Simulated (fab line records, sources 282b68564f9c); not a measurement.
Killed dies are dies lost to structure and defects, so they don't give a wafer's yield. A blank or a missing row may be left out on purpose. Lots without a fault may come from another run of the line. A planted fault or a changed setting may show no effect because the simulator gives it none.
A struck lot beside a sound one | flow rit_cmos | 37 steps out of a route of 202
Sound: wafers L952.1, L952.3, L952.4. Struck: wafers L957.1, L957.4, L957.6. The cause comes at the end.
At each step with rows: each side's tool, then ch and its chambers, then its first start. Under that, the readings that differ: sound wafers | struck wafers | difference of the means | sigmas: that difference in standard deviations of wafers without a fault.
alike: readings whose means differ by less than 2 such deviations, and words and numbers that are the same on both sides. not compared: withheld readings, readings that some wafer has no value for, bounds like >300 that may hide the same value, and numbers for which the record gives no deviation and whose values overlap.
The two part at a step that has a row with sigmas, a row that says differs or no value, or rows on one side only. Numbers that don't overlap but have no deviation are shown without sigmas and don't part them. A reading that every wafer of one side lacks parts them only if that side has two wafers or more.

first, 9 steps without rows for these wafers: RIT_ACTIVE_DEVELOP_10 (develop time 50 s); RIT_ACTIVE_HARDBAKE_12 (time 60 s); RIT_ACTIVE_ETCH_13 (etches Si3N4 in SF6, stops on SiO2, time 210 s, target depth 210 nm); RIT_ACTIVE_STRIP_14 (strips in O2, time 180 s); RIT_ACTIVE_CLEAN_15 (cleans in SC1, time 600 s); RIT_ACTIVE_CLEAN_16 (cleans in dHF, time 30 s); RIT_ACTIVE_CLEAN_17 (cleans in SC2, time 600 s); RIT_FOX1_OXIDATION_00 (target thk 350.7 nm, ox time 1130 s); RIT_FOX1_WET_ETCH_02 (etches SiO2 in BOE, target depth 350 nm, time 390 s).
RIT_FOX2_OXIDATION_00: target thk 350.7 nm, ox time 1130 s.
  sound on furnace-04 ch 0, day 2 21:10; struck on furnace-04 ch 0, day 3 20:31
  reading                                     | sound                | struck               | difference | sigmas
  spike_tc_centre_C (C)                       | 1100.8 1104.7 1100.2 | 1063.5 1062.9 1063.0 | -38.8      | -30
  spike_tc_load_C (C)                         | 1122.2 1124.5 1123.1 | 1082.9 1083.5 1084.3 | -39.7      | -14
  spike_tc_source_C (C)                       | 1126.8 1126.3 1126.6 | 1085.9 1086.8 1085.7 | -40.4      | -37
  tube_center_temp_C (C)                      | 1099.9 1099.9 1100.1 | 1059.9 1060 1060     | -40.0      | -99 or more
  tube_center_temp_C_max                      | 1102.3 1103.6 1102.5 | 1062.0 1062.5 1063.3 | -40.2      | -87
  model.SiO2_of_FOX2_OXIDATION_00.thk_nm (nm) | 347.7 350.1 348.6    | 268.3 270.9 274.3    | -77.6      |
RIT_FOX2_THK_MEAS_01:
  sound on film_metro-02, day 2 22:29; struck on film_metro-01, day 3 21:50
  reading             | sound       | struck      | difference | sigmas
  FOX2_OXIDE_THK (nm) | 348 350 349 | 268 271 274 | -78        | -12
then, 2 steps without rows for these wafers: RIT_FOX2_CLEAN_02 (cleans in dHF, time 180 s); RIT_FOX2_WET_ETCH_03 (etches Si3N4 in H3PO4, target depth 195 nm, time 2700 s).
RIT_FOX2_THK_MEAS_90:
  sound on film_metro-02, day 2 23:22; struck on film_metro-01, day 3 22:46
  reading                     | sound       | struck      | difference | sigmas
  FIELD_OXIDE_LEFT_1_THK (nm) | 320 323 321 | 241 243 247 | -78        | -13
then, 19 steps without rows for these wafers: RIT_NWELL_HMDS_00 (prime time 60 s); RIT_NWELL_COAT_01 (resist thk 1300 nm); RIT_NWELL_SOFTBAKE_02 (time 60 s); RIT_NWELL_EXPOSE_03 (exposes mask M2, target cd 43900 nm); RIT_NWELL_PEB_04; RIT_NWELL_DEVELOP_05 (develop time 68 s); RIT_NWELL_HARDBAKE_07 (time 120 s); RIT_NWELL_IMPLANT_08; RIT_NWELL_STRIP_09 (strips in O2, time 180 s); RIT_PWELL_HMDS_00 (prime time 60 s); RIT_PWELL_COAT_01 (resist thk 1300 nm); RIT_PWELL_SOFTBAKE_02 (time 60 s); RIT_PWELL_EXPOSE_03 (exposes mask M3, target cd 43700 nm); RIT_PWELL_PEB_04; RIT_PWELL_DEVELOP_05 (develop time 68 s); RIT_PWELL_HARDBAKE_07 (time 120 s); RIT_PWELL_IMPLANT_08; RIT_PWELL_STRIP_09 (strips in O2, time 180 s); RIT_WELLDRIVE_ANNEAL_00 (time 14700 s).
RIT_FOX2_THK_MEAS_91:
  sound on film_metro-03, day 3 12:50; struck on film_metro-02, day 4 12:05
  reading                     | sound       | struck      | difference | sigmas
  FIELD_OXIDE_LEFT_2_THK (nm) | 252 254 253 | 173 175 179 | -77        | -12
RIT_GATE_ETCH_19: etches poly-Si in SF6/CHF3/O2, stops on SiO2, time 165 s, target depth 312.5 nm.
  sound on rie_si-01 ch 0,2,3, day 3 19:59; struck on rie_si-01 ch 1,2,3, day 4 19:34
  reading               | sound           | struck            | difference | sigmas
  model.GATE.cd_nm (nm) | 148.2 147 147.5 | 152.4 153.6 152.9 | +5.4       |
  alike: chamber_pressure_mTorr, drypump_motor_current_A, oes_product_au, rf_fwd_power_W, throttle_valve_pct
  not compared: rf_hours_counter_h
RIT_SILICIDE_WET_ETCH_00: etches SiO2 in BOE, target depth 14 nm, time 15 s.
  sound on wet_bench-01 ch 2, day 4 10:07; struck on wet_bench-01 ch 3, day 5 09:31
  reading                                     | sound             | struck           | difference | sigmas
  model.SiO2_of_FOX2_OXIDATION_00.thk_nm (nm) | 145.8 152.3 147.2 | 68.25 70.7 74.51 | -77.28     |
RIT_M1_PROBE_99:
  sound on prober-02, day 4 17:02; struck on prober-02, day 5 16:45
  reading                             | sound                | struck               | difference | sigmas
  model.etest.nldd.width_nm (nm)      | 3196 3172 3204       | 3236 3226 3224       | +38        |
  model.etest.pldd.width_nm (nm)      | 3184 3169 3188       | 3223 3233 3221       | +45        |
  model.etest.pplus_sal.width_nm (nm) | 3473 3428 3468       | 3497 3486 3489       | +34        |
  model.etest.nmos_narrow.drive_ua_um | 219.9 215.4 216.5    | 241.7 239.3 245.7    | +25.0      |
  model.etest.pwell.rs_ohm_sq         | 412.6 414.9 410.8    | 405.7 399.6 399      | -11.3      |
  model.etest.field_n.vt_v (V)        | 34.32 34.65 34.39    | 23.72 23.91 24.36    | -10.46     |
  model.etest.field_p_metal.vt_v (V)  | -28.28 -29.21 -28.53 | -37.02 -36.78 -36.35 | -8.04      |
  alike: killed_at_contacts, killed_at_front_end, killed_dies, killed_open, killed_short
  not compared: model.etest.nplus_sal.width_nm

WHERE THEY PART
First at RIT_FOX2_OXIDATION_00; last, within this record, at RIT_FOX2_THK_MEAS_91. Later steps at which nothing parts them and some readings are alike: RIT_GATE_ETCH_19, RIT_M1_PROBE_99.

WHY: what the simulator had put in
Process parameter drift: furnace-04, from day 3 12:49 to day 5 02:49, at RIT_FOX2_OXIDATION_00. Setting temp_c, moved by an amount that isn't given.
